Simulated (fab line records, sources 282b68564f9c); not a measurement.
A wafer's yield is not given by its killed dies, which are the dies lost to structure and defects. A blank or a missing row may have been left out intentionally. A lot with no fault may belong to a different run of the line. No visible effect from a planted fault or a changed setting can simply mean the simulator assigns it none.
fab line records + flow rit_cmos
[record]
- lots = 6
- wafers = 18
- last_day = 6
route steps=202 shown PWELL@49 WELLDRIVE@50 NWELL@51 NRETRO@53 PRETRO@64 M1@202
lots that met no fault: from a run of the same line without faults
start_h: hours from the record's opening day to when the first of the lot's shown wafers began + wait_h: how many hours have passed since the lot's step before this one + " unchanged from the row above + L1.1+2: a single row standing in for several wafers + - either no value or no given start + * or withheld: withheld + < > ~ a bound
route shown NAME@n: NAME is a module with steps in the file, n the number in the route of the first one + usual: mean and standard deviation over wafers with no fault + same: alike in all rows + chamber/n: place in a boat + sites: readings site by site + _std_site: the values' standard deviation + _edge_site: mean of outer sites minus mean of inner sites + radius_mm: how far each site lies from the wafer's centre + mask NAME#n: copy n + behind: the last tool/chamber to shape the wafer + hold: the reason the lot was held/the length of the hold in hours/how it ended + device: transistor that didn't switch, given as n, p or np + end of line: at the end of the route, the tests of the same wafers + a step with no rows: only its recipe + killed: not the wafer's yield, but the dies lost to structure and defects at the first sort + map: shows each die of a wafer: x if killed, . if not, _ if none is there
set.NAME: the setting that was run; set.NAME@STEP: the one run at that earlier step + model.NAME: the simulator's own value behind a step, which no gauge read
lots at some steps of the route; a table a step, a row a wafer
services: when a tool's chamber went out of use (start_h, in hours from the record's first day, below 0 if earlier), for how many hours, and the reason
[[steps]]
[step RIT_PWELL_TW_MEAS_10]
[usual]
- PWELL_TW = 951/10
| lot.wafer | tool          | chamber | start_h | wait_h | PWELL_TW |
|-----------|---------------|---------|---------|--------|----------|
| L980.3    | film_metro-02 | -       | 27.59   | 0.1    | 966      |
| L980.5    | "             | -       | "       | "      | 959      |
| L980.6    | "             | -       | "       | "      | 963      |
| L984.1    | film_metro-03 | -       | 47.88   | 0.1    | 947      |
| L984.2    | "             | -       | "       | "      | 947      |
| L984.5    | "             | -       | "       | "      | 945      |
| L993.1    | film_metro-02 | -       | 92.76   | 0.1    | 962      |
| L993.2    | "             | -       | "       | "      | 960      |
| L993.5    | "             | -       | "       | "      | 957      |
| L995.3    | film_metro-04 | -       | 103.03  | 0.1    | 944      |
| L995.4    | "             | -       | "       | "      | 933      |
| L995.6    | "             | -       | "       | "      | 941      |
| L997.1    | film_metro-02 | -       | 113.13  | 0.1    | 961      |
| L997.3    | "             | -       | "       | "      | 963      |
| L997.5    | "             | -       | "       | "      | 966      |
| L998.2    | film_metro-02 | -       | 119.28  | 0.1    | 959      |
| L998.4    | "             | -       | "       | "      | 962      |
| L998.5    | "             | -       | "       | "      | 967      |
[step RIT_WELLDRIVE_ANNEAL_00]
[recipe]
- temp_c = 1100
- time_s = 14700
- ambient = N2
[step RIT_WELLDRIVE_RS_MEAS_01]
[recipe]
- thk_meas_gauge = four-point-probe
[usual]
- NWELL_RS = 275.4/0.7
| lot.wafer | tool          | chamber | start_h | wait_h | NWELL_RS[ohm/sq] |
|-----------|---------------|---------|---------|--------|------------------|
| L980.3    | film_metro-03 | -       | 32.76   | 0.0    | 275.9            |
| L980.5    | "             | -       | "       | "      | 275.2            |
| L980.6    | "             | -       | "       | "      | 276.1            |
| L984.1    | film_metro-04 | -       | 53.02   | 0.0    | 275.3            |
| L984.2    | "             | -       | "       | "      | 275.5            |
| L984.5    | "             | -       | "       | "      | 276.5            |
| L993.1    | film_metro-03 | -       | 97.91   | 0.0    | 275.2            |
| L993.2    | "             | -       | "       | "      | 275.5            |
| L993.5    | "             | -       | "       | "      | 274.8            |
| L995.3    | film_metro-04 | -       | 108.64  | 0.0    | 276.6            |
| L995.4    | "             | -       | "       | "      | 275.7            |
| L995.6    | "             | -       | "       | "      | 276.4            |
| L997.1    | film_metro-04 | -       | 118.63  | 0.0    | 276.7            |
| L997.3    | "             | -       | "       | "      | 276.7            |
| L997.5    | "             | -       | "       | "      | 276.4            |
| L998.2    | film_metro-02 | -       | 124.89  | 0.0    | 276.3            |
| L998.4    | "             | -       | "       | "      | 275.3            |
| L998.5    | "             | -       | "       | "      | 274.9            |
[step RIT_WELLDRIVE_RS_MEAS_02]
[recipe]
- thk_meas_gauge = four-point-probe
[usual]
- PWELL_RS = 429.7/1.2
| lot.wafer | tool          | chamber | start_h | wait_h | PWELL_RS[ohm/sq] |
|-----------|---------------|---------|---------|--------|------------------|
| L980.3    | film_metro-03 | -       | 32.88   | 0.1    | 429.3            |
| L980.5    | "             | -       | "       | "      | 428.1            |
| L980.6    | "             | -       | "       | "      | 428.7            |
| L984.1    | film_metro-04 | -       | 53.14   | 0.1    | 431.2            |
| L984.2    | "             | -       | "       | "      | 431.5            |
| L984.5    | "             | -       | "       | "      | 430.4            |
| L993.1    | film_metro-03 | -       | 98.03   | 0.1    | 429.2            |
| L993.2    | "             | -       | "       | "      | 428.9            |
| L993.5    | "             | -       | "       | "      | 429.3            |
| L995.3    | film_metro-04 | -       | 108.76  | 0.1    | 430.4            |
| L995.4    | "             | -       | "       | "      | 429.2            |
| L995.6    | "             | -       | "       | "      | 429.3            |
| L997.1    | film_metro-04 | -       | 118.75  | 0.1    | 430.2            |
| L997.3    | "             | -       | "       | "      | 429.6            |
| L997.5    | "             | -       | "       | "      | 429.5            |
| L998.2    | film_metro-02 | -       | 125.01  | 0.1    | 430.7            |
| L998.4    | "             | -       | "       | "      | 429.6            |
| L998.5    | "             | -       | "       | "      | 428.7            |
[step RIT_NRETRO_HMDS_00]
[recipe]
- prime_time_s = 60
- prime_temp_c = 140
[step RIT_NRETRO_COAT_01]
[recipe]
- resist = NOVOLAK
- spin_rpm = 2000
- resist_thk_nm = 1300
[step RIT_NRETRO_SOFTBAKE_02]
[recipe]
- resist = NOVOLAK
- temp_c = 90
- time_s = 60
[step RIT_NRETRO_EXPOSE_03]
[recipe]
- mask_id = M4
- na = 0.57
- target_cd_nm = 43900
- dose_mj = 250
[step RIT_NRETRO_PEB_04]
[recipe]
- resist = NOVOLAK
- temp_c = withheld
- time_s = withheld
[step RIT_NRETRO_DEVELOP_05]
[recipe]
- resist = NOVOLAK
- develop_time_s = 68
- dev_temp_c = 23
[step RIT_NRETRO_OVL_MEAS_06]
[usual]
- NRETRO_OVL = 1.2/1.4
| lot.wafer | tool       | chamber | start_h | wait_h | NRETRO_OVL[nm] |
|-----------|------------|---------|---------|--------|----------------|
| L980.3    | overlay-02 | -       | 33.98   | -      | 1.9            |
| L980.5    | "          | -       | "       | "      | 1.1            |
| L980.6    | "          | -       | "       | "      | 2.6            |
| L984.1    | overlay-01 | -       | 54.17   | -      | 1.0            |
| L984.2    | "          | -       | "       | "      | 0.0            |
| L984.5    | "          | -       | "       | "      | -0.3           |
| L993.1    | overlay-02 | -       | 99.03   | -      | -0.2           |
| L993.2    | "          | -       | "       | "      | -0.1           |
| L993.5    | "          | -       | "       | "      | 1.5            |
| L995.3    | overlay-01 | -       | 109.73  | -      | 1.2            |
| L995.4    | "          | -       | "       | "      | 2.3            |
| L995.6    | "          | -       | "       | "      | 2.8            |
| L997.1    | overlay-02 | -       | 119.87  | -      | 1.4            |
| L997.3    | "          | -       | "       | "      | 0.5            |
| L997.5    | "          | -       | "       | "      | 2.4            |
| L998.2    | overlay-02 | -       | 126.02  | -      | 1.3            |
| L998.4    | "          | -       | "       | "      | 0.0            |
| L998.5    | "          | -       | "       | "      | 0.4            |
[step RIT_NRETRO_HARDBAKE_07]
[recipe]
- resist = NOVOLAK
- temp_c = 140
- time_s = 120
[step RIT_NRETRO_IMPLANT_08]
[recipe]
- species = P
- energy_kev = 70
- dose_cm2 = 1e+13
- tilt_deg = 7
[usual]
- dose_ions_cm2 = 1e+13/1e+10
- faraday_current_uA = 31.7/0.65
| lot.wafer | tool         | chamber | start_h | wait_h | dose_ions_cm2 | faraday_current_uA |
|-----------|--------------|---------|---------|--------|---------------|--------------------|
| L980.3    | implanter-01 | 0       | 34.31   | 0.2    | 9.995e+12     | 31.3               |
| L980.5    | "            | 0       | "       | "      | 9.984e+12     | 31.9               |
| L980.6    | "            | 0       | "       | "      | 9.988e+12     | 32.8               |
| L984.1    | implanter-03 | 0       | 54.46   | 0.2    | 1.0008e+13    | 32.3               |
| L984.2    | "            | 0       | "       | "      | 9.993e+12     | 31.7               |
| L984.5    | "            | 0       | "       | "      | 1.0013e+13    | 32.5               |
| L993.1    | implanter-03 | 0       | 99.31   | 0.2    | 8.288e+12     | 26.4               |
| L993.2    | "            | 0       | "       | "      | 8.28e+12      | 26.6               |
| L993.5    | "            | 0       | "       | "      | 8.303e+12     | 26.4               |
| L995.3    | implanter-03 | 0       | 110.06  | 0.2    | 8.314e+12     | 25.8               |
| L995.4    | "            | 0       | "       | "      | 8.318e+12     | 27.1               |
| L995.6    | "            | 0       | "       | "      | 8.303e+12     | 26.9               |
| L997.1    | implanter-01 | 0       | 120.16  | 0.2    | 1.0006e+13    | 32.9               |
| L997.3    | "            | 0       | "       | "      | 1.0004e+13    | 31.0               |
| L997.5    | "            | 0       | "       | "      | 1.0005e+13    | 32.3               |
| L998.2    | implanter-01 | 0       | 126.33  | 0.2    | 1.0002e+13    | 31.3               |
| L998.4    | "            | 0       | "       | "      | 1.0016e+13    | 30.5               |
| L998.5    | "            | 0       | "       | "      | 9.984e+12     | 31.1               |
[step RIT_NRETRO_STRIP_09]
[recipe]
- chemistry = O2
- time_s = 180
- resist = NOVOLAK
- platen_temp_c = withheld
- power_w = 500
- pressure_mtorr = 4000
- o2_flow_sccm = 4000
[usual]
- drypump_motor_current_A = 5.9/0.43
- o2_flow_sccm = 4001/11
| lot.wafer | tool            | chamber | start_h | wait_h | drypump_motor_current_A | o2_flow_sccm | rf_hours_counter_h |
|-----------|-----------------|---------|---------|--------|-------------------------|--------------|--------------------|
| L980.3    | plasma_asher-04 | 1       | 34.47   | 0.1    | 5.2                     | 4027         | -                  |
| L980.5    | "               | 0       | "       | "      | 6.3                     | 3992         | -                  |
| L980.6    | "               | 1       | "       | "      | 5.2                     | 4003         | -                  |
| L984.1    | plasma_asher-04 | 1       | 54.61   | 0.1    | 5.2                     | 4027         | 25                 |
| L984.2    | "               | 0       | "       | "      | 6.3                     | 4009         | 25                 |
| L984.5    | "               | 0       | "       | "      | 6.3                     | 4019         | -                  |
| L993.1    | plasma_asher-01 | 1       | 99.46   | 0.1    | 5.9                     | 3995         | 48                 |
| L993.2    | "               | 0       | "       | "      | 5.8                     | 3995         | 48                 |
| L993.5    | "               | 0       | "       | "      | 5.8                     | 3994         | -                  |
| L995.3    | plasma_asher-04 | 0       | 110.22  | 0.1    | 6.3                     | 3991         | -                  |
| L995.4    | "               | 1       | "       | "      | 5.2                     | 3994         | -                  |
| L995.6    | "               | 1       | "       | "      | 5.2                     | 3987         | -                  |
| L997.1    | plasma_asher-01 | 0       | 120.31  | 0.1    | 5.8                     | 3997         | 51                 |
| L997.3    | "               | 1       | "       | "      | 5.9                     | 3998         | -                  |
| L997.5    | "               | 0       | "       | "      | 5.8                     | 4008         | -                  |
| L998.2    | plasma_asher-03 | 1       | 126.45  | 0.1    | 6.0                     | 3996         | 49                 |
| L998.4    | "               | 0       | "       | "      | 6.2                     | 3989         | -                  |
| L998.5    | "               | 0       | "       | "      | 6.2                     | 4005         | -                  |
[step RIT_NRETRO_TW_MEAS_10]
[usual]
- NRETRO_TW = 1053/9.7
| lot.wafer | tool          | chamber | start_h | wait_h | NRETRO_TW |
|-----------|---------------|---------|---------|--------|-----------|
| L980.3    | film_metro-03 | -       | 34.60   | 0.1    | 1055      |
| L980.5    | "             | -       | "       | "      | 1051      |
| L980.6    | "             | -       | "       | "      | 1048      |
| L984.1    | film_metro-03 | -       | 54.78   | 0.1    | 1050      |
| L984.2    | "             | -       | "       | "      | 1051      |
| L984.5    | "             | -       | "       | "      | 1050      |
| L993.1    | film_metro-02 | -       | 99.64   | 0.1    | 999       |
| L993.2    | "             | -       | "       | "      | 1005      |
| L993.5    | "             | -       | "       | "      | 996       |
| L995.3    | film_metro-03 | -       | 110.35  | 0.1    | 987       |
| L995.4    | "             | -       | "       | "      | 992       |
| L995.6    | "             | -       | "       | "      | 989       |
| L997.1    | film_metro-03 | -       | 120.49  | 0.1    | 1056      |
| L997.3    | "             | -       | "       | "      | 1057      |
| L997.5    | "             | -       | "       | "      | 1054      |
| L998.2    | film_metro-02 | -       | 126.64  | 0.1    | 1058      |
| L998.4    | "             | -       | "       | "      | 1064      |
| L998.5    | "             | -       | "       | "      | 1057      |
[step RIT_PRETRO_HMDS_00]
[recipe]
- prime_time_s = 60
- prime_temp_c = 140
[step RIT_M1_PROBE_99]
[usual]
- killed_at_M0_to_M3 = 0.0/0.19
- killed_at_contacts = 0.1/0.27
- killed_at_front_end = 6.4/2.9
- killed_dies = 6.5/3
- killed_open = 3.3/1.9
- killed_short = 3.2/1.7
[same]
- gross_dies = 264
- killed_at_M4_up = 0
- killed_at_back_side = 0
- killed_at_other = 0
| lot.wafer | tool      | chamber | start_h | wait_h | killed_at_M0_to_M3 | killed_at_contacts | killed_at_front_end | killed_dies | killed_open | killed_short | model.etest.pmos_narrow.drive_ua_um | model.etest.pmos_0p3.drive_ua_um | model.etest.well_edge_left.line_ohm_um | model.etest.well_edge_right.line_ohm_um | model.etest.pmos_0p15.off_log10_a_um | model.etest.retro_edge_pmos.off_log10_a_um | model.etest.ring.quiet_log10_a | model.etest.pmos_narrow.off_log10_a_um |
|-----------|-----------|---------|---------|--------|--------------------|--------------------|---------------------|-------------|-------------|--------------|-------------------------------------|----------------------------------|----------------------------------------|-----------------------------------------|--------------------------------------|--------------------------------------------|--------------------------------|----------------------------------------|
| L980.3    | prober-01 | -       | 63.70   | 0.2    | 0                  | 0                  | 7                   | 7           | 4           | 3            | 101.7                               | 101                              | 183.8                                  | 182.5                                   | -10.32                               | -10.13                                     | -7.777                         | -12.75                                 |
| L980.5    | prober-01 | -       | 63.80   | 0.2    | 0                  | 0                  | 6                   | 6           | 1           | 5            | 104.9                               | 103.7                            | 182.9                                  | 183.4                                   | -9.908                               | -9.773                                     | -7.332                         | -12.84                                 |
| L980.6    | prober-01 | -       | 63.85   | 0.2    | 0                  | 0                  | 8                   | 8           | 5           | 3            | 102.2                               | 101                              | 180.3                                  | 182.7                                   | -10.29                               | -10.11                                     | -7.767                         | -12.79                                 |
| L984.1    | prober-01 | -       | 83.44   | 0.1    | 0                  | 1                  | 4                   | 5           | 2           | 3            | 100.3                               | 100.5                            | 182.2                                  | 182.7                                   | -10.54                               | -10.55                                     | -7.776                         | -12.81                                 |
| L984.2    | prober-01 | -       | 83.49   | 0.1    | 0                  | 0                  | 10                  | 10          | 5           | 5            | 97.76                               | 98.82                            | 182.2                                  | 179.7                                   | -10.68                               | -10.57                                     | -7.682                         | -12.65                                 |
| L984.5    | prober-01 | -       | 83.64   | 0.2    | 0                  | 0                  | 5                   | 5           | 3           | 2            | 99.57                               | 100.6                            | 183.2                                  | 184.2                                   | -10.67                               | -10.56                                     | -7.872                         | -12.78                                 |
| L993.1    | prober-02 | -       | 128.64  | 0.1    | 0                  | 0                  | 5                   | 5           | 2           | 3            | 111.5                               | 110.8                            | 184.1                                  | 186.3                                   | -9.48                                | -9.336                                     | -7.091                         | -12.26                                 |
| L993.2    | prober-02 | -       | 128.69  | 0.1    | 0                  | 0                  | 6                   | 6           | 1           | 5            | 110                                 | 110.7                            | 187.4                                  | 184.6                                   | -9.672                               | -9.578                                     | -7.227                         | -12.55                                 |
| L993.5    | prober-02 | -       | 128.84  | 0.2    | 0                  | 0                  | 3                   | 3           | 1           | 2            | 110.8                               | 109.7                            | 186.1                                  | 184.2                                   | -9.467                               | -9.391                                     | -7.093                         | -12.27                                 |
| L995.3    | prober-02 | -       | 141.41  | 0.2    | 0                  | 0                  | 12                  | 12          | 8           | 4            | 106.1                               | 107.3                            | 186.1                                  | 187.4                                   | -10.14                               | -10.2                                      | -7.749                         | -12.51                                 |
| L995.4    | prober-02 | -       | 141.46  | 0.2    | 0                  | 0                  | 10                  | 10          | 4           | 6            | 106.3                               | 106                              | 186.8                                  | 186                                     | -10.01                               | -9.888                                     | -7.647                         | -12.43                                 |
| L995.6    | prober-02 | -       | 141.56  | 0.2    | 0                  | 0                  | 13                  | 13          | 8           | 5            | 106.2                               | 105.5                            | 187.8                                  | 185.6                                   | -9.911                               | -9.77                                      | -7.532                         | -12.37                                 |
| L997.1    | prober-02 | -       | 152.13  | 0.1    | 0                  | 0                  | 5                   | 5           | 3           | 2            | 101                                 | 101.1                            | 183.8                                  | 181.1                                   | -10.66                               | -10.61                                     | -8.077                         | -12.8                                  |
| L997.3    | prober-02 | -       | 152.23  | 0.2    | 1                  | 0                  | 6                   | 7           | 0           | 7            | 100.4                               | 98.37                            | 183.7                                  | 185.2                                   | -10.81                               | -10.55                                     | -8.244                         | -12.81                                 |
| L997.5    | prober-02 | -       | 152.33  | 0.2    | 0                  | 0                  | 10                  | 10          | 6           | 4            | 102.2                               | 102.2                            | 185.7                                  | 181.2                                   | -10.38                               | -10.36                                     | -7.908                         | -12.72                                 |
| L998.2    | prober-01 | -       | 153.68  | 0.1    | 0                  | 0                  | 0                   | 0           | 0           | 0            | 101.2                               | 99.39                            | 183                                    | 181.2                                   | -10.73                               | -10.59                                     | -8.183                         | -12.81                                 |
| L998.4    | prober-01 | -       | 153.78  | 0.2    | 0                  | 1                  | 4                   | 5           | 2           | 3            | 98.15                               | 96.95                            | 181.8                                  | 180.2                                   | -10.76                               | -10.54                                     | -8.165                         | -12.82                                 |
| L998.5    | prober-01 | -       | 153.83  | 0.2    | 0                  | 0                  | 6                   | 6           | 3           | 3            | 99.05                               | 96.94                            | 180.5                                  | 181.6                                   | -10.78                               | -10.78                                     | -8.213                         | -12.9                                  |
// killed by level:class
L980.3 GATE:geometric_particle:open=3 FOX1:geometric_particle:short=1 GATE:geometric_particle:short=1 REOX:geometric_particle:short=1 SPACER:geometric_particle:open=1
L980.5 GATE:geometric_particle:short=2 FOX2:geometric_particle:short=1 GATE:geometric_particle:open=1 SPACER:geometric_particle:short=1 SILICIDE:geometric_particle:short=1
L980.6 FOX2:geometric_particle:open=2 GATE:geometric_particle:short=2 FOX1:geometric_particle:open=1 SPACER:geometric_particle:short=1 SPACER:geometric_particle:open=1 SILICIDE:geometric_particle:open=1
L984.1 GATE:geometric_particle:short=2 GATE:geometric_particle:open=1 SILICIDE:geometric_particle:open=1 CONTACT:geometric_particle:short=1
L984.2 REOX:geometric_particle:short=2 SPACER:geometric_particle:open=2 FOX1:geometric_particle:short=1 FOX1:geometric_particle:open=1 GATE:geometric_particle:short=1 GATE:geometric_particle:open=1 REOX:geometric_particle:open=1 SPACER:geometric_particle:short=1
L984.5 FOX2:geometric_particle:open=1 FOX2:geometric_particle:short=1 GATE:geometric_particle:open=1 GATE:geometric_particle:short=1 REOX:geometric_particle:open=1
L993.1 GATE:geometric_particle:short=3 SPACER:geometric_particle:open=1 SILICIDE:geometric_particle:open=1
L993.2 GATE:geometric_particle:short=3 FOX1:geometric_particle:short=2 GATE:geometric_particle:open=1
L993.5 FOX1:geometric_particle:short=2 GATE:geometric_particle:open=1
L995.3 SPACER:geometric_particle:open=4 FOX1:geometric_particle:short=2 FOX1:geometric_particle:open=1 GATE:geometric_particle:short=1 GATE:geometric_particle:open=1 REOX:geometric_particle:open=1 SPACER:geometric_particle:short=1 SILICIDE:geometric_particle:open=1
L995.4 GATE:geometric_particle:open=2 SILICIDE:geometric_particle:short=2 FOX1:geometric_particle:short=1 FOX2:geometric_particle:short=1 GATE:geometric_particle:short=1 REOX:geometric_particle:open=1 SPACER:geometric_particle:short=1 SILICIDE:geometric_particle:open=1
L995.6 GATE:geometric_particle:open=6 FOX1:geometric_particle:open=2 GATE:geometric_particle:short=2 FOX1:geometric_particle:short=1 FOX2:geometric_particle:short=1 REOX:geometric_particle:short=1
L997.1 GATE:geometric_particle:short=1 GATE:geometric_particle:open=1 REOX:geometric_particle:open=1 SPACER:geometric_particle:open=1 SILICIDE:geometric_particle:short=1
L997.3 GATE:geometric_particle:short=2 SPACER:geometric_particle:short=2 FOX2:geometric_particle:short=1 SILICIDE:geometric_particle:short=1 M1:geometric_particle:short=1
L997.5 SILICIDE:geometric_particle:open=3 FOX1:geometric_particle:short=2 GATE:geometric_particle:short=2 SPACER:geometric_particle:open=2 GATE:geometric_particle:open=1
L998.4 FOX1:geometric_particle:open=1 GATE:geometric_particle:short=1 GATE:geometric_particle:open=1 SILICIDE:geometric_particle:short=1 CONTACT:geometric_particle:short=1
L998.5 SPACER:geometric_particle:short=2 FOX2:geometric_particle:open=1 REOX:geometric_particle:short=1 REOX:geometric_particle:open=1 SILICIDE:geometric_particle:open=1
[[services]]
| tool            | chamber | start_h | hours | kind   |
|-----------------|---------|---------|-------|--------|
| plasma_asher-03 | -       | 10.82   | 4.0   | repair |
| plasma_asher-01 | -       | 27.67   | 0.6   | repair |
| implanter-01    | -       | 38.43   | 2.3   | pm     |
| implanter-01    | -       | 108.30  | 7.0   | repair |
[[key]]
[first_sign]
- step = RIT_NRETRO_IMPLANT_08
- reading = dose_ions_cm2
- direction = down
- sigmas = 99+
- usual = 1e+13
- struck = 8.301e+12
[effect]
- step = RIT_NRETRO_IMPLANT_08
- reading = faraday_current_uA
- direction = down
- sigmas = 8
- usual = 31.7
- struck = 26.6
[effect]
- step = RIT_NRETRO_TW_MEAS_10
- reading = NRETRO_TW
- direction = down
- sigmas = 6.1
- usual = 1053
- struck = 994
[model_effect]
- step = RIT_M1_PROBE_99
- value = etest.pmos_narrow.drive_ua_um
- without = 102
- struck = 108.5
met_at RIT_NRETRO_IMPLANT_08
struck_wafers L993.1,L993.2,L993.5,L995.3,L995.4,L995.6
tester_left_out L993,L995
onset_between 54.46 99.31
[fault]
- kind = process_parameter_drift
- tool = implanter-03
- chamber = -
- onset_h = 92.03
- steps = RIT_NRETRO_IMPLANT_08
- channel = dose_cm2
- offset = -1.7e+12
- shape = step
- end_h = 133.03
- acts_in = these_recipes_only
- stated = 1e+13
// tester_left_out: of these lots the tester's yield and bins aren't shown, on N5 and GAA mostly nor the transistor test; their killed dies are dies lost to structure and defects alone, not to doping, threshold or leakage, so they don't give the yield
